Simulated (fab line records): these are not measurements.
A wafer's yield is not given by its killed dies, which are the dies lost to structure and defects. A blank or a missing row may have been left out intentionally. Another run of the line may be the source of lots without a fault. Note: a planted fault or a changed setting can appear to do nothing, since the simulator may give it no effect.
2 desks, one fault | flow rit cmos | numbers are kept per desk, each desk with only its own; the story behind them comes last

## TOOL OWNER'S DESK, pvd sputter-02
The tool's own readings at RIT_SILICIDE_SPUTTER_01 (material Ti, target thk 30 nm, time 240 s): means of the sampled wafers that have a number, for each lot that ran on this tool. The brackets show how far a lot's mean lies from the usual mean; more than 4 standard deviations puts the lot out of limits, marked OUT.
Columns: A = throttle valve pct at RIT_SILICIDE_SPUTTER_01, usual 30.0 %
lot  | first seen here | A
L634 | day 3 08:20     | 29.9
L636 | day 3 18:39     | 30.6
L638 | day 4 03:28     | 29.3
L640 | day 4 14:07     | 30.1
L647 | day 6 00:07     | 29.3
L649 | day 6 09:35     | 28.7
This desk found nothing out of limits on any of the 6 lots.

## AT THE METROLOGY DESK
Means of the sampled wafers that have a number, per lot and without regard to the tool the lot ran on: this is what the gauges read. The brackets show how far a lot's mean lies from the usual mean; more than 4 standard deviations puts the lot out of limits, marked OUT.
Columns: A = SILICIDE_TI_RS at RIT_SILICIDE_RS_MEAS_02, usual 47.8 ohm/sq; B = SILICIDE_TI_THK at RIT_SILICIDE_THK_MEAS_03, usual 30.0 nm
lot  | first seen here | A               | B
L633 | day 3 03:31     | 49.1            | 29.7
L634 | day 3 08:32     | 48.5            | 29.7
L635 | day 3 15:08     | 47.6            | 30.1
L636 | day 3 18:49     | 47.1            | 30.3
L637 | day 3 23:41     | 48.7            | 29.8
L638 | day 4 03:37     | 48.3            | 29.9
L639 | day 4 08:11     | 48.7            | 29.7
L640 | day 4 14:19     | 46.6            | 30.8
L641 | day 4 18:56     | 49.0            | 29.5
L647 | day 6 00:16     | 42.2 (-5.9) OUT | 34.3 (+8.8) OUT
L649 | day 6 09:46     | 41.3 (-6.9) OUT | 34.9 (+9.9) OUT
L652 | day 7 00:27     | 47.9            | 29.9
L654 | day 7 11:38     | 48.8            | 29.5
L656 | day 7 23:33     | 48.0            | 29.9
Finding of this desk: L647, L649 out of limits, first seen on L647 at day 6 00:16 (SILICIDE_TI_RS at RIT_SILICIDE_RS_MEAS_02). Within limits: L633, L634, L635, L636, L637, L638, L639, L640, L641, L652, L654, L656.

## PUT TOGETHER
On L647, L649, the metrology desk was in a position to raise an alarm at day 6 00:16.
The tool owner's desk saw nothing out of limits.
On record at the tool owner's desk: L647, L649, within its limits.
All the named lots went through RIT_SILICIDE_SPUTTER_01 on pvd sputter-02.

## WHAT THE SIMULATOR HAD PUT IN
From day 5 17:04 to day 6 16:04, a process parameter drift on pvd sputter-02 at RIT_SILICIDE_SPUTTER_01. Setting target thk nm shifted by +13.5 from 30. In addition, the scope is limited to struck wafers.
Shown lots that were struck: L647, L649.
Delay in hours, fault start to first out-of-limits reading, per desk: metrology desk 7.
